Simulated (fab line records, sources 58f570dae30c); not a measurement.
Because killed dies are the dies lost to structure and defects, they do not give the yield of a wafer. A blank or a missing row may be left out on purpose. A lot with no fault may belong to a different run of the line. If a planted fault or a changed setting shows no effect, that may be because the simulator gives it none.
Which tool did it? | flow berkeleyCmos170 | Sampling: 7 lots, 21 wafers, 4 of 331 route steps

## WHAT THE GAUGES READ, wafer by wafer
UCB170_SDANNEAL_RS_MEAS_03: measurement is done with a four-point probe.
lot  | measured     | on           | NSD_RS (ohm/sq)
L772 | day 9 20:33  | filmMetro-02 | 37.35 37.37 37.39
L774 | day 9 21:04  | filmMetro-03 | 37.33 37.29 37.24
L776 | day 10 05:11 | filmMetro-04 | 37.24 37.25 37.21
L780 | day 11 05:53 | filmMetro-03 | 53.28 53.36 53.32 53.31 53.35 53.37
L782 | day 11 03:04 | filmMetro-02 | 37.27 37.26 37.35
L787 | day 12 07:13 | filmMetro-02 | 37.25 37.27 37.35
L785 | day 12 07:25 | filmMetro-03 | 37.32 37.27 37.43

## TOOL THAT RAN EACH LOT (tool first, then ch and the chambers of the sampled wafers, then the start)
lot  | UCB170_NSD_IMPLANT_08           | UCB170_NSD_STRIP_09                 | UCB170_SDANNEAL_RTA_00
L772 | implanter-04 ch 0, day 9 18:55  | plasmaAsher-04 ch 0,1, day 9 19:04  | rtpAnneal-01 ch 0, day 9 20:18
L774 | implanter-01 ch 0, day 9 19:28  | plasmaAsher-04 ch 0,1, day 9 19:37  | rtpAnneal-01 ch 0, day 9 20:49
L776 | implanter-03 ch 0, day 10 03:44 | plasmaAsher-03 ch 0,1, day 10 03:52 | rtpAnneal-02 ch 0, day 10 04:56
L780 | implanter-01 ch 0, day 11 01:58 | plasmaAsher-04 ch 0,1, day 11 02:05 | rtpAnneal-01 ch 0, day 11 05:33
L782 | implanter-04 ch 0, day 11 01:32 | plasmaAsher-03 ch 0,1, day 11 01:40 | rtpAnneal-01 ch 0, day 11 02:48
L787 | implanter-04 ch 0, day 12 05:44 | plasmaAsher-04 ch 0,1, day 12 05:53 | rtpAnneal-02 ch 0, day 12 06:58
L785 | implanter-03 ch 0, day 12 05:53 | plasmaAsher-03 ch 0,1, day 12 06:00 | rtpAnneal-01 ch 0, day 12 07:10
- UCB170_NSD_IMPLANT_08
- UCB170_NSD_STRIP_09: strips in O2.
- UCB170_SDANNEAL_RTA_00: time 10 s.

## THE ANSWER, worked out from the rows above alone
Rule: the usual values come from the lots themselves. The widest of any qualifying gaps counts: lots, ordered by their means at a reading, are off when they make up no more than a third of the lots, leave a main group of 4 or more, and stand apart from it by 3 or more times the standard deviation of that group's means. Not used: any main group whose means are identical at the precision the tables above print for the reading. Also off: a lot with no number at a reading for which 4 or more lots have one. Where the step has rows for the other lots, those lots are counted as sound.
Off: L780, seen at UCB170_SDANNEAL_RS_MEAS_03 (NSD_RS). Mean 37.30 ohm/sq and standard deviation 0.043 in the main group.
A tool fits if, at a process step before that reading, it ran every lot that is off, and no sound lot after the first of them. The gauges at UCB170_SDANNEAL_RS_MEAS_03 are tried like those tools. One candidate fits, namely implanter-01 at UCB170_NSD_IMPLANT_08. Its last sound lot is L774 (day 9 19:28), its first lot that is off L780 (day 11 01:58): a fault that began between those two fits.

## WHAT WAS PUT IN BY THE SIMULATOR
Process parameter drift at UCB170_NSD_IMPLANT_08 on implanter-01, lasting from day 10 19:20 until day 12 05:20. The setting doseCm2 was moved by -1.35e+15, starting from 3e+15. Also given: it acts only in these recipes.
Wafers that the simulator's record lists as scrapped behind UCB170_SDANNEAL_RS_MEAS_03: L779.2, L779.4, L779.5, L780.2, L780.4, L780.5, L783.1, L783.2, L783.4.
Lots struck among those shown: L780. The rule above found the same.
